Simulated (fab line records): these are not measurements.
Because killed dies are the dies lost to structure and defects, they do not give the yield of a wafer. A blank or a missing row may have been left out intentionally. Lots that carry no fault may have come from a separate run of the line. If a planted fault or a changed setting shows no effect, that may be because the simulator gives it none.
fab line records ; flow rit_cmos
record lots=13; wafers=39; last_day=7
route steps=202 shown NLDD@111
lots that met no fault: taken from a fault-free run of the same line
start_h: hours from the record's first day to the start of the lot's first wafer shown ; wait_h: hours since the lot's step before ; " identical to the entry in the row above ; L1.1+2: a single row standing in for several wafers ; - no value, or no start was given ; * or withheld: withheld ; < > ~ a bound
route shown NAME@n: names a module that has steps shown in the file, with the first one's number in the route ; usual: average and standard deviation across the fault-free wafers ; same: alike in all rows ; chamber/n: place in a boat ; sites: per-site readings ; _std_site: standard deviation of those values ; _edge_site: inner sites' mean taken away from outer sites' mean ; radius_mm: how far each site lies from the wafer's centre ; mask NAME#n: copy n ; behind: the most recent tool/chamber to have shaped the wafer ; hold: why the lot went on hold/how many hours it stayed there/how the hold came to an end ; device: the transistor (n, p or np) that didn't switch ; end of line: at the end of the route, the tests of the same wafers ; a step with no rows: only its recipe ; killed: count of dies lost to structure and defects at first sort (not the wafer's yield) ; map: dies across one wafer; x = killed, . = not, _ = none there
set.NAME: the run value of the setting; set.NAME@STEP: its run value at that earlier step ; model.NAME: the simulator's own value behind a step, which no gauge read
route steps across a sampled set of lots; one table per step, one row per wafer
services: from which hour (start_h, from the record's first day; less than 0 if before it) a tool's chamber was out of use, for how many hours, and why
## steps
# step RIT_NLDD_IMPLANT_08
# recipe species=P; energy_kev=20; dose_cm2=5e+14; tilt_deg=7
lot.wafer;tool;chamber;start_h;wait_h
L903.2+3+6;implanter-02;0;66.75;0.1
L904.4+5+6;implanter-04;0;84.86;0.1
L905.3+4+6;implanter-03;0;84.95;0.1
L906.1+4+6;implanter-03;0;91.57;0.1
L908.2+4+6;implanter-02;0;91.80;0.1
L909.2+3+6;implanter-02;0;99.55;0.1
L910.1+3+4;implanter-03;0;100.20;0.1
L913.1+5+6;implanter-02;0;120.16;0.1
L916.3+4+5;implanter-03;0;129.30;0.1
L914.1+4+6;implanter-02;0;129.37;0.1
L915.1+5+6;implanter-02;0;131.96;0.1
L918.2+3+6;implanter-04;0;138.89;0.1
L924.3+5+6;implanter-03;0;159.81;0.1
# step RIT_NLDD_TW_MEAS_10
# usual NLDD_TW=2507/12
lot.wafer;tool;chamber;start_h;wait_h;NLDD_TW
L903.2;film_metro-02;-;67.06;0.1;2520
L903.3;film_metro-02;-;67.06;0.1;2500
L903.6;film_metro-02;-;67.06;0.1;2505
L904.4;film_metro-02;-;85.14;0.1;2507
L904.5;film_metro-02;-;85.14;0.1;2519
L904.6;film_metro-02;-;85.14;0.1;2507
L905.3;film_metro-03;-;85.25;0.1;2498
L905.4;film_metro-03;-;85.25;0.1;2494
L905.6;film_metro-03;-;85.25;0.1;2499
L906.1;film_metro-03;-;91.90;0.1;2493
L906.4;film_metro-03;-;91.90;0.1;2495
L906.6;film_metro-03;-;91.90;0.1;2498
L908.2;film_metro-01;-;92.11;0.1;2511
L908.4;film_metro-01;-;92.11;0.1;2526
L908.6;film_metro-01;-;92.11;0.1;2520
L909.2;film_metro-03;-;99.86;0.1;2507
L909.3;film_metro-03;-;99.86;0.1;2498
L909.6;film_metro-03;-;99.86;0.1;2515
L910.1;film_metro-02;-;100.53;0.1;2472
L910.3;film_metro-02;-;100.53;0.1;2483
L910.4;film_metro-02;-;100.53;0.1;2481
L913.1;film_metro-03;-;120.48;0.1;2505
L913.5;film_metro-03;-;120.48;0.1;2512
L913.6;film_metro-03;-;120.48;0.1;2498
L916.3;film_metro-03;-;129.60;0.1;2507
L916.4;film_metro-03;-;129.60;0.1;2498
L916.5;film_metro-03;-;129.60;0.1;2516
L914.1;film_metro-01;-;129.69;0.1;2528
L914.4;film_metro-01;-;129.69;0.1;2511
L914.6;film_metro-01;-;129.69;0.1;2510
L915.1;film_metro-01;-;132.28;0.1;2395
L915.5;film_metro-01;-;132.28;0.1;2486
L915.6;film_metro-01;-;132.28;0.1;2452
L918.2;film_metro-03;-;139.20;0.1;2495
L918.3;film_metro-03;-;139.20;0.1;2513
L918.6;film_metro-03;-;139.20;0.1;2488
L924.3;film_metro-01;-;160.10;0.1;2497
L924.5;film_metro-01;-;160.10;0.1;2490
L924.6;film_metro-01;-;160.10;0.1;2493
# step RIT_SDANNEAL_RS_MEAS_07
# recipe thk_meas_gauge=four-point-probe
# usual NLDD_RS=151.6/0.53
lot.wafer;tool;chamber;start_h;wait_h;NLDD_RS[ohm/sq]
L903.2;film_metro-01;-;75.09;0.1;151.0
L903.3;film_metro-01;-;75.09;0.1;150.8
L903.6;film_metro-01;-;75.09;0.1;151.9
L904.4;film_metro-02;-;93.12;0.1;150.8
L904.5;film_metro-02;-;93.12;0.1;151.4
L904.6;film_metro-02;-;93.12;0.1;151.0
L905.3;film_metro-03;-;93.22;0.1;151.4
L905.4;film_metro-03;-;93.22;0.1;151.6
L905.6;film_metro-03;-;93.22;0.1;151.9
L906.1;film_metro-03;-;100.80;0.1;152.4
L906.4;film_metro-03;-;100.80;0.1;151.8
L906.6;film_metro-03;-;100.80;0.1;151.6
L908.2;film_metro-01;-;101.36;0.1;151.0
L908.4;film_metro-01;-;101.36;0.1;151.5
L908.6;film_metro-01;-;101.36;0.1;150.9
L909.2;film_metro-03;-;114.11;0.1;152.2
L909.3;film_metro-03;-;114.11;0.1;152.5
L909.6;film_metro-03;-;114.11;0.1;152.4
L910.1;film_metro-01;-;114.67;0.1;151.4
L910.3;film_metro-01;-;114.67;0.1;151.4
L910.4;film_metro-01;-;114.67;0.1;151.6
L913.1;film_metro-02;-;129.48;0.1;152.6
L913.5;film_metro-02;-;129.48;0.1;151.8
L913.6;film_metro-02;-;129.48;0.1;152.2
L916.3;film_metro-01;-;138.00;0.1;151.0
L916.4;film_metro-01;-;138.00;0.1;151.7
L916.5;film_metro-01;-;138.00;0.1;151.2
L914.1;film_metro-02;-;138.43;0.1;151.5
L914.4;film_metro-02;-;138.43;0.1;152.0
L914.6;film_metro-02;-;138.43;0.1;152.6
L915.1;film_metro-02;-;140.50;0.1;-
L915.5;film_metro-02;-;140.50;0.1;-
L915.6;film_metro-02;-;140.50;0.1;-
L918.2;film_metro-02;-;147.61;0.1;151.8
L918.3;film_metro-02;-;147.61;0.1;151.6
L918.6;film_metro-02;-;147.61;0.1;151.8
L924.3;film_metro-03;-;167.85;0.1;151.3
L924.5;film_metro-03;-;167.85;0.1;151.8
L924.6;film_metro-03;-;167.85;0.1;151.1
## services
tool;chamber;start_h;hours;kind
implanter-04;-;46.20;6.6;repair
implanter-04;-;79.93;0.6;repair
## key
first_sign step=RIT_NLDD_TW_MEAS_10; reading=NLDD_TW; direction=down; sigmas=5.3; usual=2507; struck=2444
effect step=RIT_SDANNEAL_RS_MEAS_07; reading=NLDD_RS; direction=missing
met_at RIT_NLDD_IMPLANT_08
struck_lots L915
tester_left_out L915
onset_between 129.37 131.96
fault kind=process_parameter_drift; tool=implanter-02; chamber=-; onset_h=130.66; steps=RIT_NLDD_IMPLANT_08; channel=tilt_deg; offset=-4; spread_by_wafer=0.3; shape=step; end_h=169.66; acts_in=these_recipes_only; stated=7
# tester_left_out: of these lots the tester's yield and bins aren't shown, on N5 and GAA mostly nor the transistor test; their killed dies are dies lost to structure and defects alone, not to doping, threshold or leakage, so they don't give the yield
